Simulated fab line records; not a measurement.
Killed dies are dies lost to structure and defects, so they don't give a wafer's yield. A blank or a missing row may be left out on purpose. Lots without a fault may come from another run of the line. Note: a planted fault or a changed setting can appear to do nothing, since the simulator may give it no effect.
Split-lot study	flow berkeleyCmos170	23 wafers read from 5 lots, route of 331 steps

ON THE SPLIT
At UCB170_GATE_CVD_04 (deposits poly-Si from SiH4, time 1440 s, target thk 214 nm), the setting timeS was moved away from the recipe's 1440 s on 20 of the 23 wafers read, by -12.4% to +4.3%. For the rest of the wafers, this setting stayed at what the recipe calls for.

The file shows no step between the split and the reading.

THE READING
GATE_POLY_THK, in nm, at UCB170_GATE_THK_MEAS_05. A value of 214.2 nm with a standard deviation of 2.3 nm is what fault-free wafers of this fab line usually give.

wafer	tool, chamber at the split	timeS as run, s	against the recipe	GATE_POLY_THK, nm	against lot-mates on the recipe
L074.1	-, -	1261	-12.4%	189.4	no lot-mate on the recipe
L074.2	-, -	1261	-12.4%	190.8	no lot-mate on the recipe
L074.4	-, -	1261	-12.4%	190.6	no lot-mate on the recipe
L074.5	-, -	1261	-12.4%	190.0	no lot-mate on the recipe
L074.6	-, -	1261	-12.4%	189.8	no lot-mate on the recipe
L076.1	-, -	1502	+4.3%	227.6	no lot-mate on the recipe
L076.2	-, -	1502	+4.3%	225.4	no lot-mate on the recipe
L076.3	-, -	1502	+4.3%	226.4	no lot-mate on the recipe
L076.4	-, -	1502	+4.3%	226.2	no lot-mate on the recipe
L076.6	-, -	1502	+4.3%	226.4	no lot-mate on the recipe
L077.1	-, -	1298	-9.9%	191.2	no lot-mate on the recipe
L077.2	-, -	1298	-9.9%	191.6	no lot-mate on the recipe
L077.3	-, -	1298	-9.9%	191.3	no lot-mate on the recipe
L077.4	-, -	1298	-9.9%	193.1	no lot-mate on the recipe
L077.6	-, -	1298	-9.9%	192.8	no lot-mate on the recipe
L079.2	-, -	1312	-8.9%	191.5	no lot-mate on the recipe
L079.3	-, -	1312	-8.9%	191.2	no lot-mate on the recipe
L079.4	-, -	1312	-8.9%	191.5	no lot-mate on the recipe
L079.5	-, -	1312	-8.9%	191.5	no lot-mate on the recipe
L079.6	-, -	1312	-8.9%	189.9	no lot-mate on the recipe
L081.1	lpcvd-01, 0	1440	recipe	216.2	-
L081.2	lpcvd-01, 0	1440	recipe	215.4	-
L081.6	lpcvd-01, 0	1440	recipe	214.6	-

FIT RESULTS
A straight line over all 23 wafers: GATE_POLY_THK changes by +2.32 nm for each +1% of timeS; r = +0.99; the points scatter about the line by 2.6 nm.
Too few moved wafers with a lot-mate on the recipe to fit a line net of each lot's own level.

THE WHOLE CHAIN: every reading that the file lists as answering this split, in the file's order
step	what it does	reading	change (the file's fit)	r (the file's)
UCB170_GATE_CVD_04	deposits poly-Si from SiH4, time 1440 s, target thk 214 nm	poly-Si_of_GATE_CVD_04.thkNm (the simulator's own value, which no gauge read)	+2.32 nm for each +1% of the setting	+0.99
UCB170_GATE_THK_MEAS_05		GATE_POLY_THK	+2.32 for each +1% of the setting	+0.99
UCB170_GATE_ETCH_15	etches poly-Si in HBr/Cl2, stops on SiO2, time 56.3 s, target depth 278.2 nm	etch.depthNm (the simulator's own value, which no gauge read)	+2.32 nm for each +1% of the setting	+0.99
UCB170_GATE_ETCH_15	etches poly-Si in HBr/Cl2, stops on SiO2, time 56.3 s, target depth 278.2 nm	GATE.featureDepthNm (the simulator's own value, which no gauge read)	+2.32 nm for each +1% of the setting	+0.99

FILE'S OWN FIT
GATE_POLY_THK changes by +2.32 nm for each +1% of timeS, r = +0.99.
